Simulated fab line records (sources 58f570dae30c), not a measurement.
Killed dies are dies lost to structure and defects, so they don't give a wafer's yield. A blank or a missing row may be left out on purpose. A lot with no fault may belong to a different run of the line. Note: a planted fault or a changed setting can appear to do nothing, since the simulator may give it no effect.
fab line records / flow berkeleyCmos170
[record] lots = 6 wafers = 18 lastDay = 10
route steps=331 shown ACTIVE@64
lots that met no fault: taken from a fault-free run of the same line
startH: start of the lot's first displayed wafer, in hours after the record's first day / waitH: hours from the lot's prior step to this one / " unchanged from the row above / L1.1+2: a row that stands for several wafers / - no value present, or no start provided / * or withheld: withheld / < > ~ a bound
route shown NAME@n: names a module that has steps shown in the file, with the first one's number in the route / usual: mean/standard deviation of fault-free wafers / same: alike in all rows / chamber/n: place in a boat / sites: readings site by site / _std_site: standard deviation across them / _edge_site: outer sites' mean less inner sites' / radiusMm: how far each site lies from the wafer's centre / mask NAME#n: copy n / behind: the tool/chamber that last shaped the wafer / hold: why the lot was held/for how many hours/how that ended / device: transistor that didn't switch, given as n, p or np / end of line: tests of these same wafers at the route's end / step lacking rows: just its recipe / killed: the dies lost at the first sort to structure and to defects; this is not the yield of the wafer / map: the dies of a wafer, with x for killed, . for not killed, _ for no die there
set.NAME: the setting the step ran with; set.NAME@STEP: the setting that earlier step ran with / model.NAME: the simulator's own value behind a step, which no gauge read
lots at some steps of the route; a table a step, a row a wafer
services: when a tool's chamber went out of use (startH, in hours from the record's first day, below 0 if earlier), for how many hours, and the reason
[[steps]]
[step UCB170_ACTIVE_ANNEAL_04]
[recipe] tempC = 1000 timeS = 900 ambient = N2
[step UCB170_ACTIVE_CVD_05]
[recipe] material = Si3N4 targetThkNm = 220 tempC = 800 precursor = SiH2Cl2/NH3 timeS = 3300 pressureMtorr = 200 sih2cl2FlowSccm = 25 nh3FlowSccm = 75
[step UCB170_ACTIVE_THK_MEAS_06]
[recipe] reads = Si3N4_of_ACTIVE_CVD_05
[usual] ACTIVE_NITRIDE_THK = 219.9/1.7
lot.wafer=L630.3 tool=filmMetro-02 chamber=- startH=82.70 waitH=0.0 ACTIVE_NITRIDE_THK[nm]=219.3
lot.wafer=L630.4 tool=filmMetro-02 chamber=- startH=82.70 waitH=0.0 ACTIVE_NITRIDE_THK[nm]=218.8
lot.wafer=L630.6 tool=filmMetro-02 chamber=- startH=82.70 waitH=0.0 ACTIVE_NITRIDE_THK[nm]=217.5
lot.wafer=L634.1 tool=filmMetro-02 chamber=- startH=100.99 waitH=0.0 ACTIVE_NITRIDE_THK[nm]=218.3
lot.wafer=L634.2 tool=filmMetro-02 chamber=- startH=100.99 waitH=0.0 ACTIVE_NITRIDE_THK[nm]=217.8
lot.wafer=L634.6 tool=filmMetro-02 chamber=- startH=100.99 waitH=0.0 ACTIVE_NITRIDE_THK[nm]=219.1
lot.wafer=L639.1 tool=filmMetro-03 chamber=- startH=117.55 waitH=0.1 ACTIVE_NITRIDE_THK[nm]=219.5
lot.wafer=L639.4 tool=filmMetro-03 chamber=- startH=117.55 waitH=0.1 ACTIVE_NITRIDE_THK[nm]=219.6
lot.wafer=L639.5 tool=filmMetro-03 chamber=- startH=117.55 waitH=0.1 ACTIVE_NITRIDE_THK[nm]=220.5
lot.wafer=L640.1 tool=filmMetro-04 chamber=- startH=126.99 waitH=0.0 ACTIVE_NITRIDE_THK[nm]=219.2
lot.wafer=L640.3 tool=filmMetro-04 chamber=- startH=126.99 waitH=0.0 ACTIVE_NITRIDE_THK[nm]=218.6
lot.wafer=L640.5 tool=filmMetro-04 chamber=- startH=126.99 waitH=0.0 ACTIVE_NITRIDE_THK[nm]=218.7
lot.wafer=L644.1 tool=filmMetro-02 chamber=- startH=151.94 waitH=0.0 ACTIVE_NITRIDE_THK[nm]=221.0
lot.wafer=L644.3 tool=filmMetro-02 chamber=- startH=151.94 waitH=0.0 ACTIVE_NITRIDE_THK[nm]=221.6
lot.wafer=L644.6 tool=filmMetro-02 chamber=- startH=151.94 waitH=0.0 ACTIVE_NITRIDE_THK[nm]=221.4
lot.wafer=L646.1 tool=filmMetro-03 chamber=- startH=151.94 waitH=0.0 ACTIVE_NITRIDE_THK[nm]=220.1
lot.wafer=L646.3 tool=filmMetro-03 chamber=- startH=151.94 waitH=0.0 ACTIVE_NITRIDE_THK[nm]=219.3
lot.wafer=L646.6 tool=filmMetro-03 chamber=- startH=151.94 waitH=0.0 ACTIVE_NITRIDE_THK[nm]=220.7
[step UCB170_ACTIVE_HMDS_07]
[recipe] primeTimeS = 60 primeTempC = 100
[step UCB170_ACTIVE_COAT_08]
[recipe] resist = KrF spinRpm = 1500 resistThkNm = 900
[step UCB170_ACTIVE_SOFTBAKE_09]
[recipe] resist = KrF tempC = 130 timeS = 60
[step UCB170_ACTIVE_EXPOSE_10]
[recipe] maskId = ACTIVE targetCdNm = 1200 na = 0.5 sigmaOuter = 0.6 sourceShape = conventional doseMj = 20
[step UCB170_ACTIVE_PEB_11]
[recipe] pebTempC = 130 pebTimeS = withheld resist = KrF
[step UCB170_ACTIVE_DEVELOP_12]
[recipe] developer = TMAH developTimeS = 45 resist = KrF devTempC = 21
[step UCB170_ACTIVE_CD_MEAS_13]
[recipe] targetCdNm = 1200
[usual] cdNm = 1200.3/1.4
lot.wafer=L630.3 tool=cdSem-01 chamber=- startH=84.06 waitH=- cdNm=1199.5
lot.wafer=L630.4 tool=cdSem-01 chamber=- startH=84.06 waitH=- cdNm=1198.7
lot.wafer=L630.6 tool=cdSem-01 chamber=- startH=84.06 waitH=- cdNm=1198.1
lot.wafer=L634.1 tool=cdSem-02 chamber=- startH=101.91 waitH=- cdNm=1202.3
lot.wafer=L634.2 tool=cdSem-02 chamber=- startH=101.91 waitH=- cdNm=1202.8
lot.wafer=L634.6 tool=cdSem-02 chamber=- startH=101.91 waitH=- cdNm=1201.3
lot.wafer=L639.1 tool=cdSem-01 chamber=- startH=119.88 waitH=- cdNm=1198.7
lot.wafer=L639.4 tool=cdSem-01 chamber=- startH=119.88 waitH=- cdNm=1199.9
lot.wafer=L639.5 tool=cdSem-01 chamber=- startH=119.88 waitH=- cdNm=1199.7
lot.wafer=L640.1 tool=cdSem-01 chamber=- startH=128.02 waitH=- cdNm=1203.8
lot.wafer=L640.3 tool=cdSem-01 chamber=- startH=128.02 waitH=- cdNm=1203.0
lot.wafer=L640.5 tool=cdSem-01 chamber=- startH=128.02 waitH=- cdNm=1203.1
lot.wafer=L646.1 tool=cdSem-02 chamber=- startH=154.05 waitH=- cdNm=1200.1
lot.wafer=L646.3 tool=cdSem-02 chamber=- startH=154.05 waitH=- cdNm=1200.4
lot.wafer=L646.6 tool=cdSem-02 chamber=- startH=154.05 waitH=- cdNm=1201.2
lot.wafer=L644.1 tool=cdSem-01 chamber=- startH=154.38 waitH=- cdNm=1200.2
lot.wafer=L644.3 tool=cdSem-01 chamber=- startH=154.38 waitH=- cdNm=1197.6
lot.wafer=L644.6 tool=cdSem-01 chamber=- startH=154.38 waitH=- cdNm=1198.5
[step UCB170_ACTIVE_OVL_MEAS_14]
[usual] ACTIVE_OVL = 1/5.1
lot.wafer=L630.3 tool=overlay-02 chamber=- startH=84.15 waitH=0.1 ACTIVE_OVL[nm]=-3
lot.wafer=L630.4 tool=overlay-02 chamber=- startH=84.15 waitH=0.1 ACTIVE_OVL[nm]=3
lot.wafer=L630.6 tool=overlay-02 chamber=- startH=84.15 waitH=0.1 ACTIVE_OVL[nm]=0
lot.wafer=L634.1 tool=overlay-02 chamber=- startH=102.03 waitH=0.1 ACTIVE_OVL[nm]=4
lot.wafer=L634.2 tool=overlay-02 chamber=- startH=102.03 waitH=0.1 ACTIVE_OVL[nm]=0
lot.wafer=L634.6 tool=overlay-02 chamber=- startH=102.03 waitH=0.1 ACTIVE_OVL[nm]=7
lot.wafer=L639.1 tool=overlay-01 chamber=- startH=120.00 waitH=0.1 ACTIVE_OVL[nm]=2
lot.wafer=L639.4 tool=overlay-01 chamber=- startH=120.00 waitH=0.1 ACTIVE_OVL[nm]=-3
lot.wafer=L639.5 tool=overlay-01 chamber=- startH=120.00 waitH=0.1 ACTIVE_OVL[nm]=0
lot.wafer=L640.1 tool=overlay-02 chamber=- startH=128.14 waitH=0.1 ACTIVE_OVL[nm]=3
lot.wafer=L640.3 tool=overlay-02 chamber=- startH=128.14 waitH=0.1 ACTIVE_OVL[nm]=-2
lot.wafer=L640.5 tool=overlay-02 chamber=- startH=128.14 waitH=0.1 ACTIVE_OVL[nm]=0
lot.wafer=L646.1 tool=overlay-02 chamber=- startH=154.17 waitH=0.1 ACTIVE_OVL[nm]=12
lot.wafer=L646.3 tool=overlay-02 chamber=- startH=154.17 waitH=0.1 ACTIVE_OVL[nm]=-1
lot.wafer=L646.6 tool=overlay-02 chamber=- startH=154.17 waitH=0.1 ACTIVE_OVL[nm]=-4
lot.wafer=L644.1 tool=overlay-02 chamber=- startH=154.50 waitH=0.1 ACTIVE_OVL[nm]=5
lot.wafer=L644.3 tool=overlay-02 chamber=- startH=154.50 waitH=0.1 ACTIVE_OVL[nm]=4
lot.wafer=L644.6 tool=overlay-02 chamber=- startH=154.50 waitH=0.1 ACTIVE_OVL[nm]=-2
[step UCB170_ACTIVE_ETCH_15]
[recipe] chemistry = CH3F/Ar/O2 target = Si3N4 stopOn = SiO2 CH3F_flow_sccm = 20 Ar_flow_sccm = 50 O2_flow_sccm = 7 pressureMtorr = 50 rfW = 450 targetDepthA = 2420 overEtchFrac = 0.1 timeS = 151
[usual] chamberPressureMTorr = 50.00/0.047 drypumpMotorCurrentA = 5.6/0.38 oesProductAu = 0.943/0.013 throttleValvePct = 8.01/0.088
lot.wafer=L630.3 tool=rieDiel-02 chamber=1 startH=84.17 waitH=0.0 chamberPressureMTorr=50.04 drypumpMotorCurrentA=5.3 oesProductAu=0.938 rfHoursCounterH=47 throttleValvePct=7.94
lot.wafer=L630.4 tool=rieDiel-02 chamber=2 startH=84.17 waitH=0.0 chamberPressureMTorr=49.97 drypumpMotorCurrentA=5.5 oesProductAu=0.965 rfHoursCounterH=137 throttleValvePct=7.97
lot.wafer=L630.6 tool=rieDiel-02 chamber=2 startH=84.17 waitH=0.0 chamberPressureMTorr=50.02 drypumpMotorCurrentA=5.5 oesProductAu=0.960 rfHoursCounterH=- throttleValvePct=7.95
lot.wafer=L634.1 tool=rieDiel-01 chamber=0 startH=102.07 waitH=0.0 chamberPressureMTorr=50.03 drypumpMotorCurrentA=5.9 oesProductAu=0.935 rfHoursCounterH=126 throttleValvePct=8.09
lot.wafer=L634.2 tool=rieDiel-01 chamber=2 startH=102.07 waitH=0.0 chamberPressureMTorr=49.98 drypumpMotorCurrentA=5.8 oesProductAu=0.941 rfHoursCounterH=119 throttleValvePct=8.02
lot.wafer=L634.6 tool=rieDiel-01 chamber=2 startH=102.07 waitH=0.0 chamberPressureMTorr=50.01 drypumpMotorCurrentA=5.8 oesProductAu=0.951 rfHoursCounterH=- throttleValvePct=8.02
lot.wafer=L639.1 tool=rieDiel-03 chamber=3 startH=120.04 waitH=0.0 chamberPressureMTorr=49.99 drypumpMotorCurrentA=5.0 oesProductAu=0.942 rfHoursCounterH=51 throttleValvePct=7.99
lot.wafer=L639.4 tool=rieDiel-03 chamber=1 startH=120.04 waitH=0.0 chamberPressureMTorr=50.01 drypumpMotorCurrentA=5.7 oesProductAu=0.928 rfHoursCounterH=157 throttleValvePct=8.21
lot.wafer=L639.5 tool=rieDiel-03 chamber=3 startH=120.04 waitH=0.0 chamberPressureMTorr=50.12 drypumpMotorCurrentA=5.0 oesProductAu=0.946 rfHoursCounterH=- throttleValvePct=7.98
lot.wafer=L640.1 tool=rieDiel-01 chamber=3 startH=128.17 waitH=0.0 chamberPressureMTorr=50.06 drypumpMotorCurrentA=5.8 oesProductAu=0.934 rfHoursCounterH=156 throttleValvePct=7.85
lot.wafer=L640.3 tool=rieDiel-01 chamber=2 startH=128.17 waitH=0.0 chamberPressureMTorr=50.01 drypumpMotorCurrentA=5.8 oesProductAu=0.938 rfHoursCounterH=120 throttleValvePct=8.02
lot.wafer=L640.5 tool=rieDiel-01 chamber=2 startH=128.17 waitH=0.0 chamberPressureMTorr=49.97 drypumpMotorCurrentA=5.8 oesProductAu=0.957 rfHoursCounterH=- throttleValvePct=8.04
lot.wafer=L646.1 tool=rieDiel-01 chamber=3 startH=154.21 waitH=0.0 chamberPressureMTorr=50.04 drypumpMotorCurrentA=5.8 oesProductAu=0.958 rfHoursCounterH=0 throttleValvePct=7.86
lot.wafer=L646.3 tool=rieDiel-01 chamber=0 startH=154.21 waitH=0.0 chamberPressureMTorr=50.01 drypumpMotorCurrentA=5.9 oesProductAu=0.940 rfHoursCounterH=128 throttleValvePct=8.08
lot.wafer=L646.6 tool=rieDiel-01 chamber=0 startH=154.21 waitH=0.0 chamberPressureMTorr=49.99 drypumpMotorCurrentA=5.9 oesProductAu=0.946 rfHoursCounterH=- throttleValvePct=8.10
lot.wafer=L644.1 tool=rieDiel-03 chamber=3 startH=154.54 waitH=0.0 chamberPressureMTorr=50.01 drypumpMotorCurrentA=5.0 oesProductAu=0.947 rfHoursCounterH=53 throttleValvePct=7.98
lot.wafer=L644.3 tool=rieDiel-03 chamber=0 startH=154.54 waitH=0.0 chamberPressureMTorr=50.02 drypumpMotorCurrentA=5.4 oesProductAu=0.936 rfHoursCounterH=12 throttleValvePct=8.03
lot.wafer=L644.6 tool=rieDiel-03 chamber=2 startH=154.54 waitH=0.0 chamberPressureMTorr=50.06 drypumpMotorCurrentA=4.9 oesProductAu=0.934 rfHoursCounterH=- throttleValvePct=7.95
[step UCB170_ACTIVE_STRIP_16]
[recipe] chemistry = O2 powerW = 400 pressureMtorr = 3500 platenTempC = withheld o2FlowSccm = 400 overashFraction = 0.5
[usual] chamberPressureMTorr = 3500/3 drypumpMotorCurrentA = 5.8/0.65 oesProductAu = 0.721/0.0046 stripTimeToEndpointS = 18.11/0.066
lot.wafer=L630.3 tool=plasmaAsher-01 chamber=1 startH=84.31 waitH=0.1 chamberPressureMTorr=3498 drypumpMotorCurrentA=4.9 oesProductAu=0.722 rfHoursCounterH=- stripTimeToEndpointS=18.24 model.KrF_of_ACTIVE_COAT_08.thkNm=0
lot.wafer=L630.4 tool=plasmaAsher-01 chamber=0 startH=84.31 waitH=0.1 chamberPressureMTorr=3507 drypumpMotorCurrentA=5.4 oesProductAu=0.725 rfHoursCounterH=- stripTimeToEndpointS=18.12 model.KrF_of_ACTIVE_COAT_08.thkNm=0
lot.wafer=L630.6 tool=plasmaAsher-01 chamber=0 startH=84.31 waitH=0.1 chamberPressureMTorr=3501 drypumpMotorCurrentA=5.4 oesProductAu=0.721 rfHoursCounterH=- stripTimeToEndpointS=18.12 model.KrF_of_ACTIVE_COAT_08.thkNm=0
lot.wafer=L634.1 tool=plasmaAsher-02 chamber=0 startH=102.17 waitH=0.1 chamberPressureMTorr=3502 drypumpMotorCurrentA=5.6 oesProductAu=0.722 rfHoursCounterH=33 stripTimeToEndpointS=18.13 model.KrF_of_ACTIVE_COAT_08.thkNm=0
lot.wafer=L634.2 tool=plasmaAsher-02 chamber=1 startH=102.17 waitH=0.1 chamberPressureMTorr=3499 drypumpMotorCurrentA=6.8 oesProductAu=0.718 rfHoursCounterH=33 stripTimeToEndpointS=18.14 model.KrF_of_ACTIVE_COAT_08.thkNm=0
lot.wafer=L634.6 tool=plasmaAsher-02 chamber=1 startH=102.17 waitH=0.1 chamberPressureMTorr=3503 drypumpMotorCurrentA=6.8 oesProductAu=0.710 rfHoursCounterH=- stripTimeToEndpointS=18.15 model.KrF_of_ACTIVE_COAT_08.thkNm=0
lot.wafer=L639.1 tool=plasmaAsher-01 chamber=0 startH=120.14 waitH=0.1 chamberPressureMTorr=- drypumpMotorCurrentA=- oesProductAu=- rfHoursCounterH=- stripTimeToEndpointS=- model.KrF_of_ACTIVE_COAT_08.thkNm=726.2
lot.wafer=L639.4 tool=plasmaAsher-01 chamber=0 startH=120.14 waitH=0.1 chamberPressureMTorr=- drypumpMotorCurrentA=- oesProductAu=- rfHoursCounterH=- stripTimeToEndpointS=- model.KrF_of_ACTIVE_COAT_08.thkNm=732.9
lot.wafer=L639.5 tool=plasmaAsher-01 chamber=1 startH=120.14 waitH=0.1 chamberPressureMTorr=- drypumpMotorCurrentA=- oesProductAu=- rfHoursCounterH=- stripTimeToEndpointS=- model.KrF_of_ACTIVE_COAT_08.thkNm=725.4
lot.wafer=L640.1 tool=plasmaAsher-03 chamber=1 startH=128.27 waitH=0.1 chamberPressureMTorr=- drypumpMotorCurrentA=- oesProductAu=- rfHoursCounterH=- stripTimeToEndpointS=- model.KrF_of_ACTIVE_COAT_08.thkNm=725.6
lot.wafer=L640.3 tool=plasmaAsher-03 chamber=0 startH=128.27 waitH=0.1 chamberPressureMTorr=- drypumpMotorCurrentA=- oesProductAu=- rfHoursCounterH=- stripTimeToEndpointS=- model.KrF_of_ACTIVE_COAT_08.thkNm=723.9
lot.wafer=L640.5 tool=plasmaAsher-03 chamber=0 startH=128.27 waitH=0.1 chamberPressureMTorr=- drypumpMotorCurrentA=- oesProductAu=- rfHoursCounterH=- stripTimeToEndpointS=- model.KrF_of_ACTIVE_COAT_08.thkNm=726.5
lot.wafer=L646.1 tool=plasmaAsher-02 chamber=0 startH=154.31 waitH=0.1 chamberPressureMTorr=3497 drypumpMotorCurrentA=5.6 oesProductAu=0.725 rfHoursCounterH=41 stripTimeToEndpointS=18.30 model.KrF_of_ACTIVE_COAT_08.thkNm=0
lot.wafer=L646.3 tool=plasmaAsher-02 chamber=0 startH=154.31 waitH=0.1 chamberPressureMTorr=3501 drypumpMotorCurrentA=5.6 oesProductAu=0.718 rfHoursCounterH=- stripTimeToEndpointS=18.00 model.KrF_of_ACTIVE_COAT_08.thkNm=0
lot.wafer=L646.6 tool=plasmaAsher-02 chamber=0 startH=154.31 waitH=0.1 chamberPressureMTorr=3498 drypumpMotorCurrentA=5.6 oesProductAu=0.729 rfHoursCounterH=- stripTimeToEndpointS=18.08 model.KrF_of_ACTIVE_COAT_08.thkNm=0
lot.wafer=L644.1 tool=plasmaAsher-03 chamber=0 startH=154.64 waitH=0.1 chamberPressureMTorr=3502 drypumpMotorCurrentA=5.7 oesProductAu=0.715 rfHoursCounterH=2 stripTimeToEndpointS=18.00 model.KrF_of_ACTIVE_COAT_08.thkNm=0
lot.wafer=L644.3 tool=plasmaAsher-03 chamber=1 startH=154.64 waitH=0.1 chamberPressureMTorr=3499 drypumpMotorCurrentA=5.9 oesProductAu=0.716 rfHoursCounterH=- stripTimeToEndpointS=18.11 model.KrF_of_ACTIVE_COAT_08.thkNm=0
lot.wafer=L644.6 tool=plasmaAsher-03 chamber=0 startH=154.64 waitH=0.1 chamberPressureMTorr=3502 drypumpMotorCurrentA=5.7 oesProductAu=0.725 rfHoursCounterH=- stripTimeToEndpointS=18.09 model.KrF_of_ACTIVE_COAT_08.thkNm=0
[step UCB170_ACTIVE_CD_MEAS_90]
[recipe] targetCdNm = 1200
[usual] cdNm = 1200.3/1.4
lot.wafer=L630.3 tool=cdSem-01 chamber=- startH=84.41 waitH=0.1 cdNm=1199.7
lot.wafer=L630.4 tool=cdSem-01 chamber=- startH=84.41 waitH=0.1 cdNm=1198.3
lot.wafer=L630.6 tool=cdSem-01 chamber=- startH=84.41 waitH=0.1 cdNm=1198.7
lot.wafer=L634.1 tool=cdSem-01 chamber=- startH=102.27 waitH=0.1 cdNm=1201.8
lot.wafer=L634.2 tool=cdSem-01 chamber=- startH=102.27 waitH=0.1 cdNm=1202.8
lot.wafer=L634.6 tool=cdSem-01 chamber=- startH=102.27 waitH=0.1 cdNm=1200.9
lot.wafer=L639.1 tool=cdSem-02 chamber=- startH=120.24 waitH=0.1 cdNm=1198.7
lot.wafer=L639.4 tool=cdSem-02 chamber=- startH=120.24 waitH=0.1 cdNm=1200.2
lot.wafer=L639.5 tool=cdSem-02 chamber=- startH=120.24 waitH=0.1 cdNm=1200.0
lot.wafer=L640.1 tool=cdSem-02 chamber=- startH=128.37 waitH=0.1 cdNm=1203.3
lot.wafer=L640.3 tool=cdSem-02 chamber=- startH=128.37 waitH=0.1 cdNm=1203.2
lot.wafer=L640.5 tool=cdSem-02 chamber=- startH=128.37 waitH=0.1 cdNm=1202.8
lot.wafer=L646.1 tool=cdSem-02 chamber=- startH=154.41 waitH=0.1 cdNm=1199.9
lot.wafer=L646.3 tool=cdSem-02 chamber=- startH=154.41 waitH=0.1 cdNm=1200.5
lot.wafer=L646.6 tool=cdSem-02 chamber=- startH=154.41 waitH=0.1 cdNm=1200.5
lot.wafer=L644.1 tool=cdSem-01 chamber=- startH=154.74 waitH=0.1 cdNm=1199.9
lot.wafer=L644.3 tool=cdSem-01 chamber=- startH=154.74 waitH=0.1 cdNm=1197.5
lot.wafer=L644.6 tool=cdSem-01 chamber=- startH=154.74 waitH=0.1 cdNm=1197.7
[[services]]
tool=plasmaAsher-03 chamber=- startH=66.97 hours=49.4 kind=repair
tool=plasmaAsher-01 chamber=- startH=79.85 hours=2.8 kind=pm
tool=rieDiel-02 chamber=3 startH=93.00 hours=10.1 kind=repair
tool=rieDiel-02 chamber=1 startH=97.50 hours=5.1 kind=repair
tool=rieDiel-02 chamber=- startH=111.71 hours=2.8 kind=pm
tool=plasmaAsher-03 chamber=- startH=116.34 hours=9.0 kind=pm
tool=plasmaAsher-03 chamber=0 startH=116.34 hours=9.0 kind=ventCycle
tool=plasmaAsher-03 chamber=1 startH=116.34 hours=9.0 kind=ventCycle
tool=plasmaAsher-03 chamber=0 startH=125.34 hours=- kind=clean
tool=plasmaAsher-03 chamber=1 startH=125.34 hours=- kind=clean
tool=plasmaAsher-03 chamber=- startH=131.76 hours=13.2 kind=pm
tool=rieDiel-01 chamber=3 startH=137.37 hours=- kind=clean
tool=rieDiel-01 chamber=3 startH=137.37 hours=15.6 kind=scheduledDown
tool=rieDiel-01 chamber=3 startH=137.37 hours=15.6 kind=ventCycle
tool=rieDiel-03 chamber=1 startH=137.75 hours=- kind=clean
tool=rieDiel-03 chamber=1 startH=137.75 hours=19.5 kind=scheduledDown
tool=rieDiel-03 chamber=1 startH=137.75 hours=19.5 kind=ventCycle
tool=rieDiel-01 chamber=0 startH=146.73 hours=1.7 kind=repair
tool=rieDiel-01 chamber=2 startH=153.41 hours=18.0 kind=repair
[[key]]
[firstSign] step = UCB170_ACTIVE_STRIP_16 reading = toolRecord direction = missing
effect none on later readings
[modelEffect] step = UCB170_ACTIVE_STRIP_16 value = KrF_of_ACTIVE_COAT_08.thkNm without = 0 struck = 726.7
metAt UCB170_ACTIVE_STRIP_16
struckWafers L639.1,L639.4,L639.5,L640.1,L640.3,L640.5
laterRowsLeftOut L639.1,L639.4,L639.5,L640.1,L640.3,L640.5
sortLeftOut L639.1,L639.4,L639.5,L640.1,L640.3,L640.5
testerLeftOut L639,L640
onsetBetween 84.31 120.14
[fault] kind = skippedStepWhole tool = plasmaAsher-01,plasmaAsher-03 chamber = - onsetH = 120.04 steps = UCB170_ACTIVE_STRIP_16 scope = struckLotsOnly
// testerLeftOut: of these lots the tester's yield and bins aren't shown, on N5 and GAA mostly nor the transistor test; their killed dies are dies lost to structure and defects alone, not to doping, threshold or leakage, so they don't give the yield
// sortLeftOut: the simulated sort isn't trusted on such a fault, so these wafers' sort isn't shown, and their yield isn't known
// laterRowsLeftOut: the simulator's readings of these wafers behind a module that went badly wrong aren't trusted and aren't shown, but for the sort
